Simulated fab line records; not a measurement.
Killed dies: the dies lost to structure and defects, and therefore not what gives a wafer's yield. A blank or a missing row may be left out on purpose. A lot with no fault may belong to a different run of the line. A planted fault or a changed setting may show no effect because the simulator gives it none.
Matching of chambers / flow ritCmos / rieDiel-03 running RIT_ACTIVE_ETCH_13: 4 sister chambers
The step etches Si3N4 in SF6, stops on SiO2, time 210 s, target depth 210 nm. 14 wafers are shown with their chamber, then 7 later ones without.

## WAFERS, EACH WITH ITS CHAMBER
wafer=L568.2; chamber=1; throttleValvePct (%)=7.33; oesProductAu (a.u.)=0.797; chamberPressureMTorr (mTorr)=259.97
wafer=L568.4; chamber=3; throttleValvePct (%)=7.62; oesProductAu (a.u.)=0.806; chamberPressureMTorr (mTorr)=260.02
wafer=L568.5; chamber=1; throttleValvePct (%)=7.32; oesProductAu (a.u.)=0.805; chamberPressureMTorr (mTorr)=260.00
wafer=L571.3; chamber=0; throttleValvePct (%)=7.51; oesProductAu (a.u.)=0.841; chamberPressureMTorr (mTorr)=259.97
wafer=L571.4; chamber=1; throttleValvePct (%)=7.33; oesProductAu (a.u.)=0.809; chamberPressureMTorr (mTorr)=259.58
wafer=L571.5; chamber=3; throttleValvePct (%)=7.62; oesProductAu (a.u.)=0.802; chamberPressureMTorr (mTorr)=260.26
wafer=L572.2; chamber=1; throttleValvePct (%)=7.32; oesProductAu (a.u.)=0.804; chamberPressureMTorr (mTorr)=259.71
wafer=L572.3; chamber=0; throttleValvePct (%)=7.50; oesProductAu (a.u.)=0.838; chamberPressureMTorr (mTorr)=259.98
wafer=L572.5; chamber=2; throttleValvePct (%)=7.60; oesProductAu (a.u.)=0.819; chamberPressureMTorr (mTorr)=260.13
wafer=L584.2; chamber=0; throttleValvePct (%)=7.50; oesProductAu (a.u.)=0.839; chamberPressureMTorr (mTorr)=260.15
wafer=L584.4; chamber=2; throttleValvePct (%)=7.61; oesProductAu (a.u.)=0.835; chamberPressureMTorr (mTorr)=259.94
wafer=L584.6; chamber=1; throttleValvePct (%)=7.32; oesProductAu (a.u.)=0.808; chamberPressureMTorr (mTorr)=259.86
wafer=L585.3; chamber=0; throttleValvePct (%)=7.49; oesProductAu (a.u.)=0.834; chamberPressureMTorr (mTorr)=260.53
wafer=L585.5; chamber=0; throttleValvePct (%)=7.50; oesProductAu (a.u.)=0.841; chamberPressureMTorr (mTorr)=259.87

SIGNATURES (averages over the wafers above)
reading=throttleValvePct; chamber 0=7.5000; chamber 1=7.3240; chamber 2=7.6050; chamber 3=7.6200; scatter within a chamber=0.00608
reading=oesProductAu; chamber 0=0.83860; chamber 1=0.80460; chamber 2=0.82700; chamber 3=0.80400; scatter within a chamber=0.00508
reading=chamberPressureMTorr; chamber 0=260.1000; chamber 1=259.8240; chamber 2=260.0350; chamber 3=260.1400; scatter within a chamber=0.211
Rule: a wafer lies at a distance from a chamber equal to the root of the sum of squares, over the readings, of (its reading less the chamber's mean, divided by the reading's scatter). The wafer belongs to the nearest chamber; if the next one is less than 2 further off, it can't be placed. The scatter is the square root of a quotient: the sum, over the shown wafers, of each reading's squared deviation from its chamber's mean, divided by wafers minus chambers.

## WAFERS WHOSE CHAMBER IS MISSING
wafer=L585.6; throttleValvePct (%)=7.63; oesProductAu (a.u.)=0.801; chamberPressureMTorr (mTorr)=260.19
wafer=L587.1; throttleValvePct (%)=7.50; oesProductAu (a.u.)=0.843; chamberPressureMTorr (mTorr)=260.12
wafer=L587.4; throttleValvePct (%)=7.64; oesProductAu (a.u.)=0.815; chamberPressureMTorr (mTorr)=259.94
wafer=L587.6; throttleValvePct (%)=7.61; oesProductAu (a.u.)=0.832; chamberPressureMTorr (mTorr)=260.17
wafer=L589.4; throttleValvePct (%)=7.63; oesProductAu (a.u.)=0.816; chamberPressureMTorr (mTorr)=259.53
wafer=L589.5; throttleValvePct (%)=7.50; oesProductAu (a.u.)=0.849; chamberPressureMTorr (mTorr)=260.40
wafer=L589.6; throttleValvePct (%)=7.63; oesProductAu (a.u.)=0.809; chamberPressureMTorr (mTorr)=259.75

## EACH ONE'S CHAMBER
wafer=L585.6; from the rows above=3; in truth=3
wafer=L587.1; from the rows above=0; in truth=0
wafer=L587.4; from the rows above=3; in truth=3
wafer=L587.6; from the rows above=2; in truth=2
wafer=L589.4; from the rows above=can't be placed: 3 or 2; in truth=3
wafer=L589.5; from the rows above=0; in truth=0
wafer=L589.6; from the rows above=3; in truth=3
Correct placement for 6 of the 7. Unplaceable from these rows: 1, with the true chamber sitting among the candidates in 1. 0 placed wrongly.
